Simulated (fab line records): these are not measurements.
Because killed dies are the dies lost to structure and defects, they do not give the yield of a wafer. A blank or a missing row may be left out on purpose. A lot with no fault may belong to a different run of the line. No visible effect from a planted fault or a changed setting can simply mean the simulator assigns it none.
Struck lot and sound lot, side by side | flow rit-cmos | 31 steps out of a route of 202
Sound: these wafers, L638.3, L638.5, L638.6. Struck: wafer L651.3 (L651.1, L651.4, from the same lot, were not struck and are left out); the cause is given at the end.
Each step with rows lists, per side, the tool, then ch with its chambers, then its first start. Under that, the readings that differ: sound wafers | struck wafers | difference of the means | sigmas: that difference in standard deviations of wafers without a fault.
alike: words and numbers the same on both sides, and readings whose means are apart by under 2 such deviations; not compared: readings that were withheld, readings missing a value for some wafer, numbers with overlapping values and no deviation given by the record, and bounds like >300 which may hide the same value.
A row with sigmas, a row that says differs or no value, or rows on one side alone: a step with any of these is where the two part. Non-overlapping numbers with no deviation appear without sigmas and do not part them. A reading that every wafer of one side lacks parts them only if that side has two wafers or more.

first, 4 steps without rows for these wafers: RIT_CONTACT_SOFTBAKE_04 (time 60 s); RIT_CONTACT_EXPOSE_05 (exposes mask M11, target cd 1000 nm); RIT_CONTACT_PEB_06; RIT_CONTACT_DEVELOP_07 (develop time 120 s).
RIT_CONTACT_CD_MEAS_08: target cd 1000 nm.
  sound: cd-sem-02 at day 3 19:37; struck: cd-sem-01 at day 6 07:45
  alike: cd-nm
RIT_CONTACT_OVL_MEAS_09:
  sound: overlay-01 at day 3 19:42; struck: overlay-01 at day 6 07:52
  reading          | sound          | struck | difference | sigmas
  CONTACT_OVL (nm) | -2.2 -0.8 -1.9 | 1.6    | +3.2       | +2
then, 1 step without rows for these wafers: RIT_CONTACT_HARDBAKE_10 (time 60 s).
RIT_CONTACT_ETCH_11: etches SiO2 in CHF3/CF4/Ar, stops on TiSi2, target depth 480 nm, time 320 s.
  sound on rie-diel-04 ch 1,2,3, day 3 19:52; struck on rie-diel-04 ch 2, day 6 08:04
  alike: drypump-motor-current-A, oes-product-au, throttle-valve-pct
  not compared: rf-hours-counter-h
RIT_CONTACT_STRIP_12: strips in O2, time 187.2 s.
  sound on plasma-asher-01 ch 0,1, day 3 20:08; struck on plasma-asher-01 ch 1, day 6 08:15
  alike: drypump-motor-current-A
  not compared: rf-hours-counter-h
RIT_CONTACT_CD_MEAS_90: target cd 1000 nm.
  sound: cd-sem-02 at day 3 20:17; struck: cd-sem-02 at day 6 08:26
  alike: cd-nm
then, 2 steps without rows for these wafers: RIT_CONTACT_CLEAN_13 (cleans in SC1, time 600 s); RIT_CONTACT_CLEAN_14 (cleans in SC2, time 600 s).
RIT_M1_SPUTTER_00: material Al, target thk 400 nm, time 500 s.
  sound: pvd-sputter-01 at day 3 20:43; struck: pvd-sputter-01 at day 6 08:55
  alike: throttle-valve-pct
RIT_M1_RS_MEAS_01: measures by four-point-probe.
  sound: film-metro-04 at day 3 21:03; struck: film-metro-03 at day 6 09:13
  alike: M1_AL_RS
RIT_M1_THK_MEAS_02: measures by xrf.
  sound: film-metro-04 at day 3 21:09; struck: film-metro-03 at day 6 09:20
  alike: M1_AL_THK
then, 6 steps without rows for these wafers: RIT_M1_HMDS_03 (prime time 60 s); RIT_M1_COAT_04 (resist thk 1317 nm); RIT_M1_SOFTBAKE_05 (time 60 s); RIT_M1_EXPOSE_06 (exposes mask M12, target cd 2600 nm); RIT_M1_PEB_07; RIT_M1_DEVELOP_08 (develop time 68 s).
RIT_M1_CD_MEAS_09: target cd 2600 nm.
  sound: cd-sem-01 at day 3 22:14; struck: cd-sem-01 at day 6 10:16
  alike: cd-nm
RIT_M1_OVL_MEAS_10:
  sound: overlay-01 at day 3 22:20; struck: overlay-01 at day 6 10:23
  alike: M1_OVL
then, 1 step without rows for these wafers: RIT_M1_HARDBAKE_11 (time 120 s).
RIT_M1_METAL_ETCH_12: etches Al in Cl2/BCl3, stops on SiO2, time 165 s, target depth 600 nm.
  sound on rie-metal-04 ch 0,1, day 3 22:39; struck on rie-metal-03 ch 1, day 6 10:50
  reading                | sound             | struck | difference | sigmas
  oes-product-au (a.u.)  | 0.795 0.777 0.792 | 0.764  | -0.024     | -2
  throttle-valve-pct (%) | 8.16 8.37 8.14    | 8.50   | +0.28      | +2
  alike: drypump-motor-current-A
  not compared: rf-hours-counter-h
then, 1 step without rows for these wafers: RIT_M1_STRIP_13 (strips in nmp, time 600 s).
RIT_M1_STRIP_14: strips in O2, time 180 s.
  sound on plasma-asher-04 ch 0,1, day 3 23:00; struck on plasma-asher-03 ch 1, day 6 11:10
  alike: drypump-motor-current-A
  not compared: rf-hours-counter-h
RIT_M1_CD_MEAS_90: target cd 2600 nm.
  sound: cd-sem-01 at day 3 23:09; struck: cd-sem-01 at day 6 11:21
  alike: cd-nm
then, 1 step without rows for these wafers: RIT_M1_ANNEAL_15 (time 1800 s).
RIT_M1_BOW_MEAS_16:
  sound: film-metro-04 at day 4 00:46; struck: film-metro-02 at day 6 12:58
  alike: M1_BOW
RIT_M1_PROBE_99:
  sound: prober-01 at day 4 00:57; struck: prober-01 at day 6 13:11
  reading                               | sound             | struck | difference | sigmas
  defect-limited-yield (%)              | 97.7 98.5 96.2    | 91.3   | -6.2       | -6
  killed_at_M0_to_M3                    | 0 0 0             | 17     | +17        | +99 or more
  killed-dies                           | 6 4 10            | 23     | +16        | +6
  killed-on-rim                         | 3 3 3             | 11     | +8         | +6
  sort_bin_3_pad_short (%)              | 0 0 0.4           | 1.5    | +1.4       | +5
  sort_bin_5_function (%)               | 1.5 0.8 3.0       | 6.1    | +4.3       | +6
  sort-n-pass                           | 258.0 260.0 254.0 | 241.0  | -16.3      | -6
  sort-yield-pct (%)                    | 97.7 98.5 96.2    | 91.3   | -6.2       | -6
  model.etest.tester.sort-n-pass        | 258 260 254       | 241    | -16        |
  model.etest.tester.sort-yield-pct (%) | 97.73 98.48 96.21 | 91.29  | -6.18      |
  model.etest.tester.sort_bin_5_pct (%) | 1.515 0.7576 3.03 | 6.061  | +4.293     |
  model.etest.tester.sort_bin_3_pct (%) | 0 0 0.3788        | 1.515  | +1.389     |
  alike: killed-at-front-end, killed-open, killed-short, sort_bin_6_memory

== WHERE THEY PART ==
Earliest at RIT_CONTACT_OVL_MEAS_09; latest, in this record, at RIT_M1_PROBE_99.

WHY: the cause the simulator had injected
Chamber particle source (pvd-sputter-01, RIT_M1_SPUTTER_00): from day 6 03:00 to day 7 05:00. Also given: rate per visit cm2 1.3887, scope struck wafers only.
